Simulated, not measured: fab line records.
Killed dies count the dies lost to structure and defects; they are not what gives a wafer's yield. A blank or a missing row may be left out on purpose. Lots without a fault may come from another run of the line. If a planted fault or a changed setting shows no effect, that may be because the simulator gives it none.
Code-filled problem report in 8D (eight disciplines) form | flow berkeley-cmos170 | the parts of the form that need people (team, actions taken, sign-off) are left out

## 1. WHAT IS WRONG
Mean ACTIVE_OXIDE_THK at UCB170_ACTIVE_THK_MEAS_03: 33.4 nm over 6 wafers in 2 lots; fault-free wafers: 26.4 nm, standard deviation 0.58. Measured from the usual mean, that is +12 standard deviations.
Earliest sighting: wafer L306.3 on film-metro-02 at day 7 12:11. The record has a number at this step for 42 wafers belonging to 14 lots. By rule, "out" or "out of limits" means more than 4 standard deviations away from the usual mean. Any other wafer with a number is counted as sound.

## 2. WHAT IT IS, AND WHAT IT ISN'T
question                    | is                           | is not
which readings at this step | ACTIVE_OXIDE_THK             | -
which lots                  | L306, L308                   | L291, L294, L295, L297, L298, L300, L302, L303, L305, L307, L309, L310
which wafers of those lots  | all that have a number       | -
read on which gauges        | film-metro-02, film-metro-03 | film-metro-04
when                        | from day 7 12:11             | up to then (30 sound wafers); but 6 sound wafers of L309, L310 came after

## 3. WHAT RULES OUT EACH SUSPECT
Counting: a tool at any process step up to the reading remains a suspect when it ran all the lots that are out and ran no sound lot after the first of those.
- ruled out: the gauge at UCB170_ACTIVE_THK_MEAS_03. Those wafers that are out were read across 2 gauges (film-metro-02, film-metro-03).
- rie-diel-03 at UCB170_ZERO_ETCH_06 (etches SiO2 in CHF3/CF4/Ar, time 12 s): kept. It processed each lot that is out, first L306 at day 4 23:51, and no sound lot thereafter; up to then, the last sound lot it processed was L295 at day 2 17:58.
- furnace-03 at UCB170_ACTIVE_OXIDATION_02 (target thk 26.4 nm, ox time 1260 s): kept. It processed each lot that is out, first L306 at day 7 10:49, and no sound lot thereafter; up to then, the last sound lot it processed was L305 at day 7 01:22.
Remaining after the count are rie-diel-03 at UCB170_ZERO_ETCH_06 and furnace-03 at UCB170_ACTIVE_OXIDATION_02.

## 4. THE CAUSE (what the simulator had put in)
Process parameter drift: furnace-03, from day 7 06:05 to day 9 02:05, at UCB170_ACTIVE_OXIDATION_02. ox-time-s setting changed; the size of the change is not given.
This tool is one of the 2 suspects left after counting.

## 5. THE EFFECT CHAIN, in route order
One row per reading whose mean, taken over the struck wafers that have a number, lies over 3 standard deviations from the usual. Readings are gone through only where the record gives a usual standard deviation; hours: the median, over the lots, of the time from a lot's start at the first step in this table giving one to that lot's start at this step; sigmas: the change measured in usual standard deviations.
hours | step                      | reading          | usual   | on struck wafers | change | sigmas
0     | UCB170_ACTIVE_THK_MEAS_03 | ACTIVE_OXIDE_THK | 26.4 nm | 33.4             | +7.0   | +12
At these later measuring or inspecting steps, every struck wafer for which the step has a row has a number for every such reading, and none has moved that far: UCB170_ACTIVE_OVL_MEAS_14, UCB170_M2_CD_MEAS_15.

## 6. HOW IT WOULD HAVE BEEN CAUGHT EARLIER
The first out-of-limits reading at a measuring or inspecting step in this record came at day 7 12:11, 6 hours after the fault's start at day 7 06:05.
No tool reading at UCB170_ACTIVE_OXIDATION_02 that has a usual standard deviation in the record was out on any struck wafer, so an alarm limit of 4 standard deviations on those readings would not have fired.
Among the 2 lots that are out, L308 began UCB170_ACTIVE_OXIDATION_02 on furnace-03 after day 7 12:11. Putting the tool on hold at that point would have spared it.
